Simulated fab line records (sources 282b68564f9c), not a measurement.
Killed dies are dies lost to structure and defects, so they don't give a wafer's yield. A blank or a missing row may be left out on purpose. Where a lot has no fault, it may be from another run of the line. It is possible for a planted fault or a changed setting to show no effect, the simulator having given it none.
Which tool did it? || flow rit_cmos || 15 lots with 45 wafers sampled at 2 steps, on a route of 202 steps

## WHAT THE GAUGES READ, wafer by wafer
RIT_NRETRO_TW_MEAS_10.
{"lot": "L919", "measured": "day 2 10:52", "on": "film_metro-01", "NRETRO_TW": "1039 1040 1041"}
{"lot": "L920", "measured": "day 2 16:19", "on": "film_metro-01", "NRETRO_TW": "1043 1039 1042"}
{"lot": "L921", "measured": "day 2 22:13", "on": "film_metro-02", "NRETRO_TW": "1053 1059 1057"}
{"lot": "L922", "measured": "day 3 02:16", "on": "film_metro-01", "NRETRO_TW": "1047 1037 1036"}
{"lot": "L923", "measured": "day 3 07:12", "on": "film_metro-03", "NRETRO_TW": "1040 1040 1042"}
{"lot": "L924", "measured": "day 3 11:18", "on": "film_metro-01", "NRETRO_TW": "1038 1044 1035"}
{"lot": "L925", "measured": "day 3 17:58", "on": "film_metro-01", "NRETRO_TW": "1034 1046 1041"}
{"lot": "L927", "measured": "day 4 04:29", "on": "film_metro-03", "NRETRO_TW": "1045 1051 1047"}
{"lot": "L928", "measured": "day 4 07:44", "on": "film_metro-01", "NRETRO_TW": "1047 1048 1047"}
{"lot": "L929", "measured": "day 4 13:26", "on": "film_metro-03", "NRETRO_TW": "1308 1307 1299"}
{"lot": "L930", "measured": "day 4 18:55", "on": "film_metro-02", "NRETRO_TW": "1305 1308 1319"}
{"lot": "L931", "measured": "day 4 23:17", "on": "film_metro-01", "NRETRO_TW": "1052 1047 1042"}
{"lot": "L934", "measured": "day 5 15:36", "on": "film_metro-02", "NRETRO_TW": "1317 1314 1314"}
{"lot": "L939", "measured": "day 6 16:02", "on": "film_metro-01", "NRETRO_TW": "1044 1045 1046"}
{"lot": "L940", "measured": "day 6 22:50", "on": "film_metro-02", "NRETRO_TW": "1059 1058 1055"}

## WHAT TOOL EACH LOT RAN ON (gives the tool, then ch and the chambers of the sampled wafers, and finally the start)
{"lot": "L919", "RIT_NRETRO_IMPLANT_08": "implanter-04 ch 0, day 2 10:32"}
{"lot": "L920", "RIT_NRETRO_IMPLANT_08": "implanter-01 ch 0, day 2 15:59"}
{"lot": "L921", "RIT_NRETRO_IMPLANT_08": "implanter-04 ch 0, day 2 21:54"}
{"lot": "L922", "RIT_NRETRO_IMPLANT_08": "implanter-04 ch 0, day 3 01:56"}
{"lot": "L923", "RIT_NRETRO_IMPLANT_08": "implanter-04 ch 0, day 3 06:55"}
{"lot": "L924", "RIT_NRETRO_IMPLANT_08": "implanter-02 ch 0, day 3 10:59"}
{"lot": "L925", "RIT_NRETRO_IMPLANT_08": "implanter-02 ch 0, day 3 17:39"}
{"lot": "L927", "RIT_NRETRO_IMPLANT_08": "implanter-01 ch 0, day 4 04:11"}
{"lot": "L928", "RIT_NRETRO_IMPLANT_08": "implanter-02 ch 0, day 4 07:26"}
{"lot": "L929", "RIT_NRETRO_IMPLANT_08": "implanter-02 ch 0, day 4 12:50"}
{"lot": "L930", "RIT_NRETRO_IMPLANT_08": "implanter-04 ch 0, day 4 18:17"}
{"lot": "L931", "RIT_NRETRO_IMPLANT_08": "implanter-01 ch 0, day 4 22:59"}
{"lot": "L934", "RIT_NRETRO_IMPLANT_08": "implanter-04 ch 0, day 5 14:59"}
{"lot": "L939", "RIT_NRETRO_IMPLANT_08": "implanter-01 ch 0, day 6 15:44"}
{"lot": "L940", "RIT_NRETRO_IMPLANT_08": "implanter-02 ch 0, day 6 22:31"}
- RIT_NRETRO_IMPLANT_08

## WHAT THE TOOLS THEMSELVES READ (means of the sampled wafers that have a number; where no wafer has one, the mark that the record gives instead)
The record holds no such reading with a usual standard deviation.

## THE ANSWER, worked out from the rows above alone
Rule: the usual values come from the lots themselves. Put in order of their means at a reading, lots are off if they are a third of the lots or fewer, leave a main group of 4 or more, and stand apart from it by a gap of 3 or more times the standard deviation of the main group's means; of several such gaps the widest counts. The tables above print the reading to a certain number of digits; a main group whose means all agree to those digits is not used. A lot without any number at a reading at which 4 lots or more have one is off too. Any other lot the step has rows for is counted as sound. First the gauges in route order, then the tools' own readings, where a lot's mean is used as printed above. The first step at which some lot is off is used, and at that step the reading that is off furthest; a lot without a number counts as furthest.
Off: at RIT_NRETRO_TW_MEAS_10 (NRETRO_TW), L929, L930, L934. For the main group the mean is 1045 and the standard deviation 6.
A tool fits if, at a process step before that reading, it ran every lot that is off, and no sound lot after the first of them. The gauges at RIT_NRETRO_TW_MEAS_10 are tried like those tools. Of those tried, none fits.

## WHAT THE SIMULATOR HAD INSERTED
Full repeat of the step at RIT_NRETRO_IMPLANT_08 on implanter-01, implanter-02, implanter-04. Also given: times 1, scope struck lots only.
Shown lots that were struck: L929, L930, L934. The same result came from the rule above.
